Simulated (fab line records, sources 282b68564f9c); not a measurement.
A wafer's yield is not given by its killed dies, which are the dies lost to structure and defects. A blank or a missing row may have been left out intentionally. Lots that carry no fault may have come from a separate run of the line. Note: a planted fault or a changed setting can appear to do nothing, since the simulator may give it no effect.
The tool behind it: which one? ; flow rit_cmos ; 21 wafers from 7 lots sampled at 2 of the route's 202 steps

WHAT THE GAUGES READ, wafer by wafer
RIT_GATE_THK_MEAS_07.
lot;measured;on;GATE_OXIDE_THK (nm)
L749;day 3 05:08;film_metro-02;3.00 3.04 3.01
L751;day 3 16:50;film_metro-02;2.91 2.95 2.90
L756;day 4 13:25;film_metro-02;3.02 3.04 3.03
L758;day 5 00:32;film_metro-02;2.99 2.91 2.92
L760;day 5 06:50;film_metro-02;2.90 2.97 2.91
L763;day 5 21:21;film_metro-04;2.99 3.02 3.04
L769;day 7 07:58;film_metro-04;2.72 2.69 2.73

WHAT TOOL EACH LOT RAN ON (gives the tool, then ch and the chambers of the sampled wafers, and finally the start)
lot;RIT_GATE_OXIDATION_05
L749;furnace-03 ch 0, day 2 23:16
L751;furnace-03 ch 0, day 3 14:11
L756;furnace-04 ch 0, day 4 11:01
L758;furnace-03 ch 0, day 4 23:01
L760;furnace-04 ch 0, day 5 03:32
L763;furnace-03 ch 0, day 5 18:43
L769;furnace-03 ch 0, day 7 02:08
- RIT_GATE_OXIDATION_05: target thk 3 nm, ox time 270 s.

THE ANSWER, worked out from the rows above alone
Rule: the lots themselves supply what counts as usual. Put in order of their means at a reading, lots are off if they are a third of the lots or fewer, leave a main group of 4 or more, and stand apart from it by a gap of 3 or more times the standard deviation of the main group's means; of several such gaps the widest counts. Not used: any main group whose means are identical at the precision the tables above print for the reading. A lot without any number at a reading at which 4 lots or more have one is off too. Any other lot the step has rows for is counted as sound.
Off: L769, seen at RIT_GATE_THK_MEAS_07 (GATE_OXIDE_THK). For the main group the mean is 2.98 nm and the standard deviation 0.047.
If a tool, at a process step before that reading, ran all the lots that are off and no sound lot after the first of them, it fits. Those tools and the gauges at RIT_GATE_THK_MEAS_07 are tried in the same way. Can't be told from this: 2 tools fit, furnace-03 at RIT_GATE_OXIDATION_05, film_metro-04 at RIT_GATE_THK_MEAS_07.

WHAT THE SIMULATOR HAD PUT IN
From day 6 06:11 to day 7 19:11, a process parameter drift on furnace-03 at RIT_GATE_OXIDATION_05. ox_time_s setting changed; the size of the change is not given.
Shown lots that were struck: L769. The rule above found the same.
